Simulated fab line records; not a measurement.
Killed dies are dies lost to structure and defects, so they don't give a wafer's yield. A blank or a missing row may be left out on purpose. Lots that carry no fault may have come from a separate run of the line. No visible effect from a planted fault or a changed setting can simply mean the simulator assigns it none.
fab line records -- flow rit-cmos
[record] lots = 14, wafers = 42, last-day = 7
route steps=202 shown GATE@81 M1@202
lots that met no fault: taken from a fault-free run of the same line
start-h: the number of hours between the record's first day and the start of the first shown wafer of the lot -- wait-h: how many hours have passed since the lot's step before this one -- " unchanged from the row above -- L1.1+2: one row covering several wafers at once -- - value missing, or start not given -- * or withheld: withheld -- < > ~ a bound
route shown NAME@n: NAME is a module with steps in the file, n the number in the route of the first one -- usual: average and standard deviation across the fault-free wafers -- same: alike in all rows -- chamber/n: place in a boat -- sites: readings site by site -- _std_site: the values' standard deviation -- _edge_site: mean of outer sites minus mean of inner sites -- radius-mm: how far each site lies from the wafer's centre -- mask NAME#n: copy n -- behind: the tool/chamber that last shaped the wafer -- hold: what put the lot on hold/how long, in hours/how the hold closed -- device: which transistor (n, p or np) failed to switch -- end of line: tests of these same wafers at the route's end -- step lacking rows: just its recipe -- killed: the dies lost at the first sort to structure and to defects; this is not the yield of the wafer -- map: dies across one wafer; x = killed, . = not, _ = none there
set.NAME: the setting the step ran with; set.NAME@STEP: the setting that earlier step ran with -- model.NAME: the simulator's own value behind a step, which no gauge read
steps of the route over a sample of lots; a table a step, a row a wafer
services: when a tool's chamber went out of use (start-h, in hours from the record's first day, below 0 if earlier), for how many hours, and the reason
[[steps]]
[step RIT_GATE_OXIDATION_05]
[recipe] temp-c = 900, ambient = O2, target-thk-a = 30, ox-time-s = 270
lot.wafer,tool,chamber,start-h,wait-h
L289.1+2+5,furnace-01,0,37.08,0.1
L291.1+2+3,furnace-01,0,47.48,0.1
L292.1+3+4,furnace-01,0,52.81,0.4
L293.1+2+3,furnace-01,0,62.05,1.0
L294.2+3+6,furnace-04,0,63.03,0.0
L295.1+2+3,furnace-02,0,67.03,0.1
L298.1+3+5,furnace-04,0,82.05,0.1
L299.2+3+4,furnace-01,0,88.22,0.0
L303.2+3+5,furnace-01,0,109.28,0.0
L304.3+4+6,furnace-04,0,112.59,0.0
L305.1+3+5,furnace-02,0,119.78,0.1
L306.3+4+6,furnace-04,0,123.80,0.0
L307.1+2+6,furnace-04,0,127.78,0.1
L311.1+3+4,furnace-02,0,150.17,0.1
[step RIT_GATE_THK_MEAS_07]
[recipe] reads = SiO2_of_GATE_OXIDATION_05
[usual] GATE_OXIDE_THK = 2.99/0.064
lot.wafer,tool,chamber,start-h,wait-h,GATE_OXIDE_THK[nm]
L289.1,film-metro-04,-,38.43,0.0,2.99
L289.2,film-metro-04,-,38.43,0.0,2.96
L289.5,film-metro-04,-,38.43,0.0,2.99
L291.1,film-metro-04,-,48.80,0.0,3.08
L291.2,film-metro-04,-,48.80,0.0,3.04
L291.3,film-metro-04,-,48.80,0.0,3.15
L292.1,film-metro-02,-,54.13,0.0,3.08
L292.3,film-metro-02,-,54.13,0.0,2.96
L292.4,film-metro-02,-,54.13,0.0,3.00
L293.1,film-metro-02,-,63.38,0.0,3.00
L293.2,film-metro-02,-,63.38,0.0,2.90
L293.3,film-metro-02,-,63.38,0.0,2.98
L294.2,film-metro-02,-,64.36,0.0,3.06
L294.3,film-metro-02,-,64.36,0.0,3.06
L294.6,film-metro-02,-,64.36,0.0,2.94
L295.1,film-metro-02,-,69.14,0.0,3.08
L295.2,film-metro-02,-,69.14,0.0,3.09
L295.3,film-metro-02,-,69.14,0.0,3.06
L298.1,film-metro-04,-,84.65,0.0,3.03
L298.3,film-metro-04,-,84.65,0.0,2.88
L298.5,film-metro-04,-,84.65,0.0,2.99
L299.2,film-metro-02,-,89.56,0.0,3.00
L299.3,film-metro-02,-,89.56,0.0,3.03
L299.4,film-metro-02,-,89.56,0.0,3.09
L303.2,film-metro-02,-,110.61,0.0,3.01
L303.3,film-metro-02,-,110.61,0.0,3.00
L303.5,film-metro-02,-,110.61,0.0,2.93
L304.3,film-metro-01,-,113.94,0.0,3.06
L304.4,film-metro-01,-,113.94,0.0,3.00
L304.6,film-metro-01,-,113.94,0.0,3.04
L305.1,film-metro-02,-,122.30,0.0,2.88
L305.3,film-metro-02,-,122.30,0.0,3.03
L305.5,film-metro-02,-,122.30,0.0,2.95
L306.3,film-metro-01,-,125.14,0.0,3.24
L306.4,film-metro-01,-,125.14,0.0,3.31
L306.6,film-metro-01,-,125.14,0.0,3.41
L307.1,film-metro-02,-,129.56,0.0,3.18
L307.2,film-metro-02,-,129.56,0.0,3.21
L307.6,film-metro-02,-,129.56,0.0,3.20
L311.1,film-metro-02,-,151.49,0.0,3.03
L311.3,film-metro-02,-,151.49,0.0,3.01
L311.4,film-metro-02,-,151.49,0.0,2.94
[step RIT_M1_PROBE_99]
[usual] killed_at_M0_to_M3 = 0.0/0.083, killed-at-front-end = 7/3.3, killed-dies = 7/3.3, killed-open = 3.4/2.2, killed-short = 3.5/2
[same] gross-dies = 264, killed_at_M4_up = 0, killed-at-back-side = 0, killed-at-contacts = 0, killed-at-other = 0
lot.wafer,tool,chamber,start-h,wait-h,killed_at_M0_to_M3,killed-at-front-end,killed-dies,killed-open,killed-short
L289.1,prober-01,-,62.64,0.1,0,14,14,8,6
L289.2,prober-01,-,62.69,0.1,0,10,10,6,4
L289.5,prober-01,-,62.84,0.2,0,16,16,10,6
L291.1,prober-01,-,73.42,0.1,0,6,6,4,2
L291.2,prober-01,-,73.47,0.1,0,8,8,5,3
L291.3,prober-01,-,73.52,0.2,1,6,7,2,5
L292.1,prober-01,-,77.11,0.1,0,4,4,3,1
L292.3,prober-01,-,77.21,0.2,0,8,8,2,6
L292.4,prober-01,-,77.26,0.2,0,5,5,2,3
L293.1,prober-02,-,86.74,0.1,0,11,11,6,5
L293.2,prober-02,-,86.79,0.1,0,5,5,3,2
L293.3,prober-02,-,86.84,0.2,0,9,9,1,8
L294.2,prober-01,-,88.30,0.1,0,3,3,3,0
L294.3,prober-01,-,88.35,0.2,0,13,13,8,5
L294.6,prober-01,-,88.50,0.2,0,6,6,5,1
L295.1,prober-02,-,92.36,0.1,0,5,5,4,1
L295.2,prober-02,-,92.41,0.1,0,10,10,3,7
L295.3,prober-02,-,92.46,0.2,0,10,10,1,9
L298.1,prober-01,-,109.99,0.1,0,7,7,5,2
L298.3,prober-01,-,110.09,0.2,0,7,7,3,4
L298.5,prober-01,-,110.19,0.2,0,12,12,6,6
L299.2,prober-02,-,112.73,0.1,0,7,7,3,4
L299.3,prober-02,-,112.78,0.2,0,4,4,2,2
L299.4,prober-02,-,112.83,0.2,0,12,12,6,6
L303.2,prober-02,-,135.17,0.1,0,9,9,4,4
L303.3,prober-02,-,135.22,0.2,0,3,3,1,2
L303.5,prober-02,-,135.32,0.2,0,7,7,5,2
L304.3,prober-01,-,140.20,0.2,0,6,6,5,1
L304.4,prober-01,-,140.25,0.2,0,3,3,1,2
L304.6,prober-01,-,140.35,0.2,0,4,4,3,1
L305.1,prober-02,-,148.34,0.1,0,6,6,3,3
L305.3,prober-02,-,148.44,0.2,0,4,4,2,2
L305.5,prober-02,-,148.54,0.2,0,6,6,4,2
L306.3,prober-01,-,150.04,0.2,0,9,9,4,5
L306.4,prober-01,-,150.09,0.2,0,1,1,1,0
L306.6,prober-01,-,150.19,0.2,0,6,6,3,3
L307.1,prober-02,-,155.64,0.1,0,5,5,1,4
L307.2,prober-02,-,155.69,0.1,0,3,3,0,3
L307.6,prober-02,-,155.89,0.2,0,6,6,3,3
L311.1,prober-02,-,175.63,0.1,0,3,3,1,2
L311.3,prober-02,-,175.73,0.2,0,7,7,2,5
L311.4,prober-02,-,175.78,0.2,0,8,8,3,5
// killed by level:class
L289.1 REOX:geometric-particle:open=5 FOX2:geometric-particle:short=2 SPACER:geometric-particle:short=2 FOX2:geometric-particle:open=1 GATE:geometric-particle:short=1 REOX:geometric-particle:short=1 SPACER:geometric-particle:open=1 SILICIDE:geometric-particle:open=1
L289.2 GATE:geometric-particle:open=3 REOX:geometric-particle:open=2 SILICIDE:geometric-particle:short=2 FOX2:geometric-particle:open=1 FOX2:geometric-particle:short=1 GATE:geometric-particle:short=1
L289.5 FOX2:geometric-particle:open=3 GATE:geometric-particle:open=3 REOX:geometric-particle:open=3 GATE:geometric-particle:short=2 SPACER:geometric-particle:short=2 FOX1:geometric-particle:short=1 REOX:geometric-particle:short=1 SILICIDE:geometric-particle:open=1
L291.1 GATE:geometric-particle:open=2 FOX1:geometric-particle:open=1 GATE:geometric-particle:short=1 SPACER:geometric-particle:short=1 SILICIDE:geometric-particle:open=1
L291.2 SPACER:geometric-particle:open=2 FOX2:geometric-particle:open=1 GATE:geometric-particle:short=1 GATE:geometric-particle:open=1 SPACER:geometric-particle:short=1 SILICIDE:geometric-particle:short=1 SILICIDE:geometric-particle:open=1
L291.3 GATE:geometric-particle:short=2 FOX2:geometric-particle:open=1 GATE:geometric-particle:open=1 REOX:geometric-particle:short=1 SPACER:geometric-particle:short=1 M1:geometric-particle:short=1
L292.1 FOX1:geometric-particle:open=1 FOX2:geometric-particle:short=1 GATE:geometric-particle:open=1 SPACER:geometric-particle:open=1
L292.3 SPACER:geometric-particle:short=2 FOX1:geometric-particle:short=1 FOX2:geometric-particle:open=1 FOX2:geometric-particle:short=1 GATE:geometric-particle:short=1 GATE:geometric-particle:open=1 REOX:geometric-particle:short=1
L292.4 GATE:geometric-particle:short=2 FOX2:geometric-particle:open=1 REOX:geometric-particle:short=1 REOX:geometric-particle:open=1
L293.1 GATE:geometric-particle:open=5 GATE:geometric-particle:short=3 REOX:geometric-particle:short=1 SILICIDE:geometric-particle:short=1 SILICIDE:geometric-particle:open=1
L293.2 GATE:geometric-particle:open=3 ACTIVE:geometric-particle:short=1 SPACER:geometric-particle:short=1
L293.3 SPACER:geometric-particle:short=4 GATE:geometric-particle:short=3 FOX1:geometric-particle:short=1 SILICIDE:geometric-particle:open=1
L294.2 GATE:geometric-particle:open=2 FOX2:geometric-particle:open=1
L294.3 GATE:geometric-particle:open=4 REOX:geometric-particle:open=4 REOX:geometric-particle:short=2 GATE:geometric-particle:short=1 SPACER:geometric-particle:short=1 SILICIDE:geometric-particle:short=1
L294.6 GATE:geometric-particle:open=2 FOX1:geometric-particle:open=1 GATE:geometric-particle:short=1 REOX:geometric-particle:open=1 SPACER:geometric-particle:open=1
L295.1 GATE:geometric-particle:open=2 FOX2:geometric-particle:open=1 GATE:geometric-particle:short=1 SILICIDE:geometric-particle:open=1
L295.2 FOX1:geometric-particle:short=2 GATE:geometric-particle:short=2 GATE:geometric-particle:open=2 REOX:geometric-particle:short=1 SPACER:geometric-particle:short=1 SPACER:geometric-particle:open=1 SILICIDE:geometric-particle:short=1
L295.3 GATE:geometric-particle:short=3 FOX1:geometric-particle:short=2 SILICIDE:geometric-particle:short=2 REOX:geometric-particle:short=1 SPACER:geometric-particle:short=1 SILICIDE:geometric-particle:open=1
L298.1 REOX:geometric-particle:open=2 SPACER:geometric-particle:open=2 GATE:geometric-particle:open=1 SPACER:geometric-particle:short=1 SILICIDE:geometric-particle:short=1
L298.3 GATE:geometric-particle:open=2 REOX:geometric-particle:short=2 FOX1:geometric-particle:short=1 FOX2:geometric-particle:short=1 FOX2:geometric-particle:open=1
L298.5 GATE:geometric-particle:short=3 FOX1:geometric-particle:short=1 FOX1:geometric-particle:open=1 FOX2:geometric-particle:open=1 FOX2:geometric-particle:short=1 GATE:geometric-particle:open=1 REOX:geometric-particle:open=1 SPACER:geometric-particle:open=1
L299.2 SILICIDE:geometric-particle:short=2 GATE:geometric-particle:short=1 GATE:geometric-particle:open=1 REOX:geometric-particle:short=1 SPACER:geometric-particle:open=1 SILICIDE:geometric-particle:open=1
L299.3 SILICIDE:geometric-particle:short=2 GATE:geometric-particle:open=1 SPACER:geometric-particle:open=1
L299.4 FOX2:geometric-particle:open=2 REOX:geometric-particle:open=2 SILICIDE:geometric-particle:short=2 FOX1:geometric-particle:short=1 FOX2:geometric-particle:short=1 GATE:geometric-particle:short=1 SPACER:geometric-particle:short=1 SPACER:geometric-particle:open=1
L303.2 FOX1:geometric-particle:short=2 FOX1:geometric-particle:open=2 FOX2:geometric-particle:open=1 GATE:geometric-particle:open=1 GATE:geometric-particle:short=1 SILICIDE:geometric-particle:short=1 NRETRO:coat-microbubble-printed=1
L303.3 FOX1:geometric-particle:short=1 FOX1:geometric-particle:open=1 SPACER:geometric-particle:short=1
L303.5 GATE:geometric-particle:short=2 SPACER:geometric-particle:open=2 SILICIDE:geometric-particle:open=2 GATE:geometric-particle:open=1
L304.3 FOX1:geometric-particle:open=2 REOX:geometric-particle:open=2 FOX2:geometric-particle:open=1 SILICIDE:geometric-particle:short=1
L304.4 SILICIDE:geometric-particle:short=2 SILICIDE:geometric-particle:open=1
L304.6 FOX1:geometric-particle:short=1 REOX:geometric-particle:open=1 SPACER:geometric-particle:open=1 SILICIDE:geometric-particle:open=1
L305.1 GATE:geometric-particle:short=3 FOX1:geometric-particle:open=1 GATE:geometric-particle:open=1 REOX:geometric-particle:open=1
L305.3 FOX1:geometric-particle:short=1 FOX1:geometric-particle:open=1 GATE:geometric-particle:short=1 REOX:geometric-particle:open=1
L305.5 GATE:geometric-particle:short=2 SILICIDE:geometric-particle:open=2 GATE:geometric-particle:open=1 SPACER:geometric-particle:open=1
L306.3 GATE:geometric-particle:open=3 SPACER:geometric-particle:short=2 SILICIDE:geometric-particle:short=2 GATE:geometric-particle:short=1 REOX:geometric-particle:open=1
L306.4 GATE:geometric-particle:open=1
L306.6 GATE:geometric-particle:short=2 FOX1:geometric-particle:short=1 GATE:geometric-particle:open=1 SPACER:geometric-particle:open=1 SILICIDE:geometric-particle:open=1
L307.1 GATE:geometric-particle:short=2 FOX1:geometric-particle:short=1 GATE:geometric-particle:open=1 SILICIDE:geometric-particle:short=1
L307.2 GATE:geometric-particle:short=2 SILICIDE:geometric-particle:short=1
L307.6 REOX:geometric-particle:open=2 SILICIDE:geometric-particle:short=2 FOX2:geometric-particle:short=1 GATE:geometric-particle:open=1
L311.1 SILICIDE:geometric-particle:short=2 SILICIDE:geometric-particle:open=1
L311.3 GATE:geometric-particle:short=3 REOX:geometric-particle:short=2 FOX2:geometric-particle:open=1 REOX:geometric-particle:open=1
L311.4 SILICIDE:geometric-particle:short=2 FOX2:geometric-particle:open=1 GATE:geometric-particle:open=1 GATE:geometric-particle:short=1 REOX:geometric-particle:short=1 SPACER:geometric-particle:open=1 SPACER:geometric-particle:short=1
[[services]]
tool,chamber,start-h,hours,kind
furnace-04,-,38.93,4.4,pm
furnace-02,-,62.69,2.8,pm
furnace-02,-,97.05,5.0,pm
[[key]]
[first-sign] step = RIT_GATE_THK_MEAS_07, reading = GATE_OXIDE_THK, direction = up, sigmas = 4.1, usual = 2.99, struck = 3.26
effect none on later readings
met-at RIT_GATE_OXIDATION_05
struck-lots L306,L307
tester-left-out L306,L307
[loop-trim] step = RIT_M1_EXPOSE_06, setting = dose, lots = L306,L307
onset-between 112.59 123.80
[fault] kind = process-parameter-drift, tool = furnace-04, chamber = -, onset-h = 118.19, steps = RIT_GATE_OXIDATION_05, channel = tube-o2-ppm, offset = 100, shape = step, end-h = 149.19
// tester-left-out: of these lots the tester's yield and bins aren't shown, on N5 and GAA mostly nor the transistor test; their killed dies are dies lost to structure and defects alone, not to doping, threshold or leakage, so they don't give the yield
// loop-trim: a control loop set the setting to another value than it would have without faults
